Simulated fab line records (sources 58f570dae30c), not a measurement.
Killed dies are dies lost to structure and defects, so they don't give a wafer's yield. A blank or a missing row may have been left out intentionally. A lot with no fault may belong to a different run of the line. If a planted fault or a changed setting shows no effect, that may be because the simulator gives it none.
Split-lot trial -- flow berkeley_cmos170 -- 23 wafers read from 5 lots, route of 331 steps

THE SPLIT ITSELF
At UCB170_PSD_PEB_04, the setting peb_temp_c was moved away from the recipe's 130 C on 10 of the 23 wafers read, by -1.8% to +2.5%. For the rest of the wafers, this setting stayed at what the recipe calls for.

BETWEEN THE SPLIT AND THE READING: the file shows 1 step in between
- UCB170_PSD_DEVELOP_05: develop time 45 s

THE READING
Shown in nm: cd_nm at UCB170_PSD_CD_MEAS_06, with target cd 1200 nm. Fault-free wafers of this fab line usually give 1200.2 nm, standard deviation 1.6 nm.

wafer,"tool, chamber at the split","peb_temp_c as run, C",against the recipe,"cd_nm, nm",against lot-mates on the recipe
L076.2,"litho_track-04, 0",133.2,+2.5%,1217.7,+18.6
L076.3,"litho_track-04, 0",133.2,+2.5%,1217.7,+18.6
L076.4,"litho_track-04, 0",130,recipe,1198.7,-
L076.5,"litho_track-04, 0",130,recipe,1199.5,-
L076.6,"litho_track-04, 0",133.2,+2.5%,1218.6,+19.5
L074.1,"litho_track-02, 0",130,recipe,1201.6,-
L074.2,"litho_track-02, 0",127.6,-1.8%,1185.2,-16.7
L074.3,"litho_track-02, 0",127.6,-1.8%,1186.7,-15.2
L074.4,"litho_track-02, 0",130,recipe,1202.4,-
L074.5,"litho_track-02, 0",130,recipe,1201.8,-
L075.1,"litho_track-04, 0",130,recipe,1199.2,-
L075.2,"litho_track-04, 0",131.6,+1.2%,1209.9,+9.9
L075.3,"litho_track-04, 0",131.6,+1.2%,1211.0,+11.0
L075.4,"litho_track-04, 0",130,recipe,1200.8,-
L075.6,"litho_track-04, 0",131.6,+1.2%,1210.7,+10.7
L083.1,"litho_track-03, 0",130,recipe,1200.1,-
L083.2,"litho_track-03, 0",131.3,+1.0%,1208.4,+8.4
L083.3,"litho_track-03, 0",130,recipe,1200.6,-
L083.4,"litho_track-03, 0",130,recipe,1199.2,-
L083.6,"litho_track-03, 0",131.3,+1.0%,1208.9,+8.9
L082.1,"litho_track-04, 0",130,recipe,1201.9,-
L082.3,"litho_track-04, 0",130,recipe,1202.2,-
L082.4,"litho_track-04, 0",130,recipe,1203.1,-

FIT RESULTS
A straight line over all 23 wafers: cd_nm changes by +7.43 nm for each +1% of peb_temp_c; r = +0.99; the points scatter about the line by 1.3 nm.
The same after taking each lot's own level away (the mean of its wafers on the recipe; 23 wafers): +8.11 nm for each +1%; r = +1.00; scatter 0.78 nm.
Per that fit: largest peb_temp_c move, reading shift of 20 nm.
The span of the lots' own levels, 1199.10 to 1202.40 nm, comes to 2.1 times the standard deviation stated above.
Hence the lot-to-lot level has little effect on the slope; both slopes agree.
Check: for one of the wafers moved furthest among these (+2.5%), held out of the fit, the line's prediction against its lot-mates is +20.2 nm. Against them it came out at +18.6 nm.

FILE'S OWN FIT
cd_nm changes by +8.16 nm for each +1% of peb_temp_c, r = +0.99.
